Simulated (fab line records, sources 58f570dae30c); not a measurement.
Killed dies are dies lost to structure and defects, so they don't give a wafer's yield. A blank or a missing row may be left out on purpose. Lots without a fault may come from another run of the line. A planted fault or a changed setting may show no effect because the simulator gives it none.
fab line records | flow berkeley_cmos170 | part 2 of 2: steps 29 to 39 of 39
record lots=5 wafers=15 last_day=12
route steps=331 shown NWELL@15 PWELL@34
lots that met no fault: from a run of the same line without faults
start_h: hours from the record's first day to the start of the lot's first wafer shown | wait_h: hours since the lot's step before | " the same as in the row above | L1.1+2: a row that stands for several wafers | - no value, or no start given | * or withheld: withheld | < > ~ a bound
route shown NAME@n: a module of which the file shows steps, and the number in the route of the first | usual: mean/standard deviation of fault-free wafers | same: alike in all rows | chamber/n: place in a boat | sites: the reading at each site | _std_site: their standard deviation | _edge_site: outer sites' mean less inner sites' | radius_mm: how far each site lies from the wafer's centre | mask NAME#n: copy n | behind: the tool/chamber that last shaped the wafer | hold: why the lot was held/for how many hours/how that ended | device: the transistor (n, p or np) that didn't switch | end of line: the same wafers' tests at the end of the route | a step without rows: its recipe alone | killed: dies lost to structure and defects at the first sort, not the wafer's yield | map: a wafer's dies, x killed, . not, _ none there
set.NAME: the setting as run; set.NAME@STEP: as run at that earlier step | model.NAME: the simulator's own value behind a step, which no gauge read
lots at some steps of the route; a table a step, a row a wafer
services: from which hour (start_h, from the record's first day; less than 0 if before it) a tool's chamber was out of use, for how many hours, and why
## steps
# step UCB170_PWELL_SOFTBAKE_09
# recipe resist=KrF temp_c=130 time_s=60
# usual chill_plate_temp_C=23.03/0.098
# columns lot.wafer tool chamber start_h wait_h chill_plate_temp_C
L076.2 litho_track-02 0 54.45 0.1 22.94
L076.3 " 0 " " 22.92
L076.4 " 0 " " 22.82
L080.1 litho_track-01 0 82.18 0.1 23.12
L080.2 " 0 " " 22.91
L080.5 " 0 " " 22.99
L090.2 litho_track-01 0 131.94 0.1 22.96
L090.3 " 0 " " 22.92
L090.6 " 0 " " 22.90
L092.2 litho_track-01 0 140.35 0.1 23.16
L092.5 " 0 " " 23.12
L092.6 " 0 " " 23.10
L095.1 litho_track-01 0 158.26 0.1 22.82
L095.2 " 0 " " 23.10
L095.5 " 0 " " 23.08
# step UCB170_PWELL_EXPOSE_10
# recipe mask_id=PWELL target_cd_nm=3000 na=0.5 sigma_outer=0.6 source_shape=conventional dose_mj=19
# same na=0.5
# columns lot.wafer tool chamber start_h wait_h mask
L076.2+3+4 krf_scanner-01 0 54.70 0.2 PWELL#0
L080.1+2+5 krf_scanner-02 0 82.36 0.2 PWELL#0
L090.2+3+6 krf_scanner-01 0 132.30 0.3 PWELL#0
L092.2+5+6 krf_scanner-02 0 140.62 0.2 PWELL#0
L095.1+2+5 krf_scanner-01 0 - - PWELL#0
# step UCB170_PWELL_PEB_11
# recipe peb_temp_c=130 peb_time_s=withheld resist=KrF
# usual chill_plate_temp_C=23.00/0.099
# columns lot.wafer tool chamber start_h wait_h chill_plate_temp_C
L076.2 litho_track-02 0 54.88 0.2 23.14
L076.3 " 0 " " 23.00
L076.4 " 0 " " 23.01
L080.1 litho_track-01 0 82.78 0.4 23.01
L080.2 " 0 " " 22.88
L080.5 " 0 " " 23.09
L090.2 litho_track-02 0 133.13 0.8 22.95
L090.3 " 0 " " 22.95
L090.6 " 0 " " 23.04
L092.2 litho_track-01 0 140.77 0.1 22.87
L092.5 " 0 " " 22.97
L092.6 " 0 " " 23.03
L095.1 litho_track-04 0 - - 22.93
L095.2 " 0 " " 22.98
L095.5 " 0 " " 22.96
# step UCB170_PWELL_DEVELOP_12
# recipe developer=TMAH develop_time_s=45 resist=KrF dev_temp_c=21
# usual chill_plate_temp_C=22.99/0.11 developer_temp_C=21.02/0.1
# columns lot.wafer tool chamber start_h wait_h chill_plate_temp_C developer_temp_C
L076.2 litho_track-02 0 - - 22.92 21.07
L076.3 " 0 " " 22.86 21.19
L076.4 " 0 " " 22.84 20.99
L080.1 litho_track-01 0 - - 23.04 21.14
L080.2 " 0 " " 23.11 21.15
L080.5 " 0 " " 22.85 21.11
L090.2 litho_track-02 0 - - 23.04 20.96
L090.3 " 0 " " 22.93 20.89
L090.6 " 0 " " 22.99 20.90
L092.2 litho_track-01 0 - - 23.08 20.97
L092.5 " 0 " " 23.12 21.07
L092.6 " 0 " " 23.05 20.95
L095.1 litho_track-04 0 - - 23.03 20.96
L095.2 " 0 " " 23.03 21.08
L095.5 " 0 " " 23.10 20.96
# step UCB170_PWELL_OVL_MEAS_13
# usual PWELL_OVL=0/5.9
# columns lot.wafer tool chamber start_h wait_h PWELL_OVL[nm]
L076.2 overlay-02 - 55.13 - -3
L076.3 " - " " -1
L076.4 " - " " -8
L080.1 overlay-02 - 83.05 - 7
L080.2 " - " " -2
L080.5 " - " " 8
L090.2 overlay-02 - 133.39 - -3
L090.3 " - " " -3
L090.6 " - " " -1
L092.2 overlay-02 - 141.03 - -1
L092.5 " - " " -1
L092.6 " - " " -3
L095.1 overlay-02 - 160.07 - -13
L095.2 " - " " 6
L095.5 " - " " -3
# step UCB170_PWELL_ETCH_14
# recipe chemistry=CH3F/Ar/O2 target=Si3N4 stop_on=SiO2 CH3F_flow_sccm=20 Ar_flow_sccm=50 O2_flow_sccm=7 pressure_mtorr=50 rf_w=450 target_depth_a=2420 over_etch_frac=0.1 time_s=151
# usual drypump_motor_current_A=5.8/0.38 oes_product_au=0.943/0.013 throttle_valve_pct=8.02/0.17
# columns lot.wafer tool chamber start_h wait_h drypump_motor_current_A oes_product_au rf_hours_counter_h throttle_valve_pct
L076.2 rie_diel-02 3 55.16 0.0 5.9 0.956 75 8.23
L076.3 " 0 " " 5.0 0.964 106 8.23
L076.4 " 2 " " 6.2 0.954 2 8.24
L080.1 rie_diel-02 1 83.09 0.0 6.0 0.944 27 8.08
L080.2 " 3 " " 5.9 0.941 77 8.21
L080.5 " 0 " " 5.0 0.976 - 8.22
L090.2 rie_diel-02 2 133.42 0.0 6.2 0.955 5 8.23
L090.3 " 3 " " 5.9 0.938 79 8.22
L090.6 " 1 " " 6.0 0.939 - 8.08
L092.2 rie_diel-02 3 141.06 0.0 5.9 0.953 80 8.23
L092.5 " 2 " " 6.2 0.955 - 8.24
L092.6 " 1 " " 6.0 0.944 - 8.07
L095.1 rie_diel-02 0 160.10 0.0 5.1 0.960 111 8.21
L095.2 " 2 " " 6.2 0.953 6 8.25
L095.5 " 2 " " 6.2 0.949 - 8.25
# step UCB170_PWELL_IMPLANT_15
# recipe species=B dose_cm2=5e+12 energy_kev=60 tilt_deg=7
# columns lot.wafer tool chamber start_h wait_h
L076.2+3+4 implanter-04 0 55.29 0.1
L080.1+2+5 implanter-02 0 83.19 0.1
L090.2+3+6 implanter-01 0 133.54 0.1
L092.2+5+6 implanter-01 0 141.18 0.1
L095.1+2+5 implanter-04 0 160.20 0.1
# step UCB170_PWELL_STRIP_16
# recipe chemistry=O2 power_w=400 pressure_mtorr=3500 platen_temp_c=withheld o2_flow_sccm=400 overash_fraction=0.5
# usual drypump_motor_current_A=5.7/0.46 oes_product_au=0.721/0.0042 strip_time_to_endpoint_s=18.12/0.085
# columns lot.wafer tool chamber start_h wait_h drypump_motor_current_A oes_product_au rf_hours_counter_h strip_time_to_endpoint_s
L076.2 plasma_asher-04 0 55.41 0.1 5.9 0.724 33 18.05
L076.3 " 1 " " 5.0 0.717 - 18.01
L076.4 " 0 " " 5.9 0.730 - 18.08
L080.1 plasma_asher-01 0 83.34 0.1 5.9 0.722 36 18.18
L080.2 " 1 " " 6.5 0.723 36 18.17
L080.5 " 0 " " 5.8 0.724 - 18.19
L090.2 plasma_asher-02 1 133.67 0.1 5.3 0.712 42 18.29
L090.3 " 0 " " 5.8 0.722 - 18.24
L090.6 " 0 " " 5.8 0.725 - 18.20
L092.2 plasma_asher-01 0 141.31 0.1 5.9 0.714 2 18.27
L092.5 " 1 " " 6.4 0.717 - 18.22
L092.6 " 0 " " 5.9 0.719 - 18.12
L095.1 plasma_asher-02 1 160.35 0.1 5.3 0.725 45 18.17
L095.2 " 0 " " 5.8 0.722 45 18.15
L095.5 " 0 " " 5.8 0.718 - 18.24
# step UCB170_PWELL_TW_MEAS_17
# usual PWELL_TW=376/3.5
# columns lot.wafer tool chamber start_h wait_h PWELL_TW
L076.2 film_metro-03 - 55.52 0.1 375
L076.3 " - " " 373
L076.4 " - " " 375
L080.1 film_metro-02 - 83.44 0.1 374
L080.2 " - " " 377
L080.5 " - " " 376
L090.2 film_metro-02 - 133.78 0.1 379
L090.3 " - " " 376
L090.6 " - " " 378
L092.2 film_metro-02 - 141.42 0.1 377
L092.5 " - " " 378
L092.6 " - " " 378
L095.1 film_metro-04 - 160.45 0.1 384
L095.2 " - " " 383
L095.5 " - " " 382
# step UCB170_PWELL_CLEAN_18
# recipe chemistry=SPM temp_c=120 time_s=600
# columns lot.wafer tool chamber start_h wait_h
L076.2+3+4 wet_bench-04 2 55.70 0.2
L080.1+2+5 wet_bench-04 0 83.50 0.1
L090.2+3+6 wet_bench-01 0 133.83 0.0
L092.2+5+6 wet_bench-01 1 142.20 0.8
L095.1+2+5 wet_bench-04 3 160.80 0.3
# step UCB170_PWELL_WET_ETCH_19
# recipe chemistry=H3PO4 target=Si3N4 temp_c=160 time_s=14400
# columns lot.wafer tool chamber start_h wait_h
L076.2+3+4 wet_bench-04 3 55.88 0.0
L080.1+2+5 wet_bench-04 1 83.67 0.0
L090.2+3+6 wet_bench-01 0 134.00 0.0
L092.2+5+6 wet_bench-01 2 142.62 0.3
L095.1+2+5 wet_bench-04 2 161.16 0.2
## services
# columns tool chamber start_h hours kind
krf_scanner-01 - 12.30 1.1 repair
furnace-03 - 12.33 2.7 pm
implanter-03 - 13.40 10.6 repair
krf_scanner-01 - 24.76 0.2 repair
rie_diel-02 3 40.26 5.8 repair
implanter-02 - 40.55 32.4 repair
krf_scanner-02 - 46.20 0.4 repair
wet_bench-01 - 46.45 12.3 repair
krf_scanner-02 - 53.90 1.3 pm
plasma_asher-01 - 54.81 14.6 pm
krf_scanner-01 - 57.21 72.0 pm
furnace-04 - 75.10 3.7 pm
furnace-01 - 75.60 3.4 pm
lpcvd-01 - 93.00 2.3 repair
rie_diel-02 2 98.51 6.9 repair
furnace-03 - 105.58 3.6 pm
plasma_asher-01 - 108.75 9.0 pm
krf_scanner-01 - 129.21 1.0 pm
krf_scanner-01 - 130.21 0.8 pm
krf_scanner-02 - 131.08 7.2 pm
lpcvd-01 - 132.55 0.8 repair
krf_scanner-02 - 138.28 1.0 pm
krf_scanner-01 - 140.03 1.3 pm
furnace-04 - 160.19 4.8 pm
